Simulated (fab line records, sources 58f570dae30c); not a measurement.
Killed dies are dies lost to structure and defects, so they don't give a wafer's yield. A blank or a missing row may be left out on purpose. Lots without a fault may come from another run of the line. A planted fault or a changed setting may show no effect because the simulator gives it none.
Which tool did it? | flow berkeley_cmos170 | 13 lots, 39 wafers sampled, at 5 steps of a route of 331

WHAT THE GAUGES READ, wafer by wafer
UCB170_SCREENOX_THK_MEAS_02.
lot  | measured     | on            | SCREENOX_OXIDE_THK (nm)
L188 | day 6 12:21  | film_metro-03 | 14.2 14.2 14.2
L187 | day 6 12:22  | film_metro-01 | 14.0 14.3 14.0
L190 | day 6 21:22  | film_metro-04 | 14.6 14.9 15.0
L191 | day 6 21:22  | film_metro-03 | 14.6 14.5 14.6
L189 | day 6 21:26  | film_metro-01 | 14.6 14.6 14.6
L192 | day 6 21:26  | film_metro-04 | 14.4 14.4 14.3
L201 | day 9 12:07  | film_metro-04 | 14.9 14.7 14.7
L202 | day 9 12:08  | film_metro-01 | 14.7 14.7 14.6
L204 | day 10 00:52 | film_metro-04 | 14.0 14.1 14.1
L205 | day 10 00:52 | film_metro-01 | 13.9 14.0 13.8
L208 | day 10 15:02 | film_metro-01 | 14.0 14.1 14.2
L207 | day 10 15:05 | film_metro-01 | 14.2 14.4 14.4
L210 | day 11 03:47 | film_metro-04 | 14.3 14.4 14.4

UCB170_NVT_TW_MEAS_09.
lot  | measured     | on            | NVT_TW
L188 | day 6 20:41  | film_metro-03 | 523.9 524.3 527.0
L187 | day 6 20:56  | film_metro-03 | 526.0 527.8 527.8
L190 | day 7 04:01  | film_metro-03 | 527.1 525.7 527.3
L191 | day 7 04:11  | film_metro-02 | 525.8 528.5 526.1
L189 | day 7 04:38  | film_metro-04 | 524.6 522.4 524.3
L192 | day 7 04:22  | film_metro-02 | 528.2 527.7 529.6
L201 | day 9 17:55  | film_metro-03 | 557.0 558.6 559.2
L202 | day 9 17:49  | film_metro-03 | 558.0 559.9 559.9
L204 | day 10 09:58 | film_metro-02 | 523.9 523.6 523.3
L205 | day 10 10:22 | film_metro-03 | 520.0 523.4 520.5
L208 | day 11 00:38 | film_metro-02 | 524.3 521.5 526.7
L207 | day 11 00:45 | film_metro-03 | 524.2 523.3 523.6
L210 | day 11 12:16 | film_metro-03 | 524.5 525.3 527.8

UCB170_PVT_TW_MEAS_09.
lot  | measured     | on            | PVT_TW
L188 | day 7 00:44  | film_metro-02 | 514 512 512
L187 | day 7 00:52  | film_metro-01 | 500 500 503
L190 | day 7 08:34  | film_metro-01 | 500 502 503
L191 | day 7 08:58  | film_metro-01 | 501 503 502
L189 | day 7 08:41  | film_metro-02 | 515 518 513
L192 | day 7 08:51  | film_metro-03 | 514 513 514
L201 | day 9 20:53  | film_metro-03 | 516 514 511
L202 | day 9 21:10  | film_metro-02 | 518 519 515
L204 | day 10 11:42 | film_metro-01 | 506 503 502
L205 | day 10 12:05 | film_metro-01 | 506 504 504
L208 | day 11 02:48 | film_metro-01 | 500 504 503
L207 | day 11 02:34 | film_metro-03 | 513 515 514
L210 | day 11 14:53 | film_metro-01 | 504 502 502

WHICH TOOL RAN EACH LOT (tool, then ch and the chambers of the sampled wafers, then the start)
lot  | UCB170_NVT_IMPLANT_07           | UCB170_NVT_STRIP_08
L188 | implanter-03 ch 0, day 6 20:26  | plasma_asher-02 ch 0, day 6 20:35
L187 | implanter-01 ch 0, day 6 20:41  | plasma_asher-03 ch 0,1, day 6 20:49
L190 | implanter-01 ch 0, day 7 03:46  | plasma_asher-03 ch 0,1, day 7 03:55
L191 | implanter-01 ch 0, day 7 03:56  | plasma_asher-03 ch 0,1, day 7 04:05
L189 | implanter-01 ch 0, day 7 04:24  | plasma_asher-02 ch 1, day 7 04:32
L192 | implanter-03 ch 0, day 7 04:08  | plasma_asher-02 ch 0,1, day 7 04:15
L201 | implanter-01 ch 0, day 9 17:40  | plasma_asher-02 ch 1, day 9 17:49
L202 | implanter-01 ch 0, day 9 17:29  | plasma_asher-01 ch 0,1, day 9 17:37
L204 | implanter-04 ch 0, day 10 09:45 | plasma_asher-02 ch 0,1, day 10 09:53
L205 | implanter-03 ch 0, day 10 10:09 | plasma_asher-02 ch 0,1, day 10 10:17
L208 | implanter-04 ch 0, day 11 00:24 | plasma_asher-01 ch 0,1, day 11 00:31
L207 | implanter-03 ch 0, day 11 00:31 | plasma_asher-02 ch 0, day 11 00:38
L210 | implanter-04 ch 0, day 11 12:01 | plasma_asher-02 ch 0,1, day 11 12:10
- UCB170_NVT_IMPLANT_07
- UCB170_NVT_STRIP_08: strips in O2.

WHAT THE TOOLS THEMSELVES READ (means of the sampled wafers that have a number; where no wafer has one, the mark that the record gives instead)
UCB170_NVT_IMPLANT_07.
lot  | tool         | beam_energy_keV | beam_on_s (s) | dose_ions_cm2 | faraday_current_uA
L188 | implanter-03 | 49.204          | 9.86          | 3.003e+12     | 9.64
L187 | implanter-01 | 49.205          | 10.07         | 2.996e+12     | 9.46
L190 | implanter-01 | 49.201          | 10.03         | 3.002e+12     | 9.49
L191 | implanter-01 | 49.203          | 10.04         | 3.006e+12     | 9.51
L189 | implanter-01 | 49.198          | 10.04         | 2.999e+12     | 9.47
L192 | implanter-03 | 49.199          | 10.21         | 2.999e+12     | 9.32
L201 | implanter-01 | 49.196          | 12.20         | 2.998e+12     | 7.81
L202 | implanter-01 | 49.175          | 12.48         | 3.000e+12     | 7.63
L204 | implanter-04 | 49.201          | 10.22         | 3.005e+12     | 9.30
L205 | implanter-03 | 49.216          | 10.13         | 2.996e+12     | 9.41
L208 | implanter-04 | 49.194          | 10.16         | 2.999e+12     | 9.40
L207 | implanter-03 | 49.204          | 9.97          | 2.999e+12     | 9.54
L210 | implanter-04 | 49.207          | 10.03         | 3.002e+12     | 9.46

UCB170_NVT_STRIP_08.
lot  | tool            | drypump_motor_current_A (A) | oes_product_au (a.u.) | strip_time_to_endpoint_s (s)
L188 | plasma_asher-02 | 5.5                         | 0.738                 | 21.38
L187 | plasma_asher-03 | 6.6                         | 0.729                 | 21.42
L190 | plasma_asher-03 | 6.6                         | 0.733                 | 21.38
L191 | plasma_asher-03 | 6.5                         | 0.734                 | 21.44
L189 | plasma_asher-02 | 5.7                         | 0.730                 | 21.39
L192 | plasma_asher-02 | 5.6                         | 0.736                 | 21.22
L201 | plasma_asher-02 | 5.7                         | 0.735                 | 21.52
L202 | plasma_asher-01 | 5.8                         | 0.736                 | 21.28
L204 | plasma_asher-02 | 5.6                         | 0.728                 | 21.35
L205 | plasma_asher-02 | 5.7                         | 0.736                 | 21.49
L208 | plasma_asher-01 | 5.8                         | 0.733                 | 21.52
L207 | plasma_asher-02 | 5.5                         | 0.734                 | 21.34
L210 | plasma_asher-02 | 5.6                         | 0.731                 | 21.38

THE ANSWER, worked out from the rows above alone
Rule: what is usual is taken from the lots themselves. Put in order of their means at a reading, lots are off if they are a third of the lots or fewer, leave a main group of 4 or more, and stand apart from it by a gap of 3 or more times the standard deviation of the main group's means; of several such gaps the widest counts. A main group whose means are all the same, to the digits that the tables above print for the reading, isn't used. A lot without any number at a reading at which 4 lots or more have one is off too. The other lots that the step has rows for count as sound. The gauges are gone through in route order, then the tools' own readings, and for those a lot's mean is taken as printed above. The first step at which some lot is off is used, and at that step the reading that is off furthest; a lot without a number counts as furthest.
Off: L201, L202, at UCB170_NVT_TW_MEAS_09 (NVT_TW). The main group: mean 525.2, standard deviation 2.
A tool fits if, at a process step before that reading, it ran every lot that is off, and no sound lot after the first of them. The gauges at UCB170_NVT_TW_MEAS_09 aren't tried: what is off there is off at UCB170_NVT_IMPLANT_07 too, on other tools, and a gauge's error can't cause that. One fits: implanter-01 at UCB170_NVT_IMPLANT_07. Its last sound lot is L189 (day 7 04:24), its first lot that is off L202 (day 9 17:29): a fault that began between those two fits.
The tool's own readings at UCB170_NVT_IMPLANT_07 bear it out: on the lots that are off they differ by more than 5 times the standard deviation of the sound lots' means. beam_on_s reads 12.34 s there against 10.07 s on the sound lots; faraday_current_uA reads 7.72 there against 9.45 on the sound lots.

WHAT THE SIMULATOR HAD PUT IN
Process parameter drift: implanter-01, from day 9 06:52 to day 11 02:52, at UCB170_NVT_IMPLANT_07. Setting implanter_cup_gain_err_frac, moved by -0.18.
Lots struck among those shown: L201, L202. The rule above found the same.
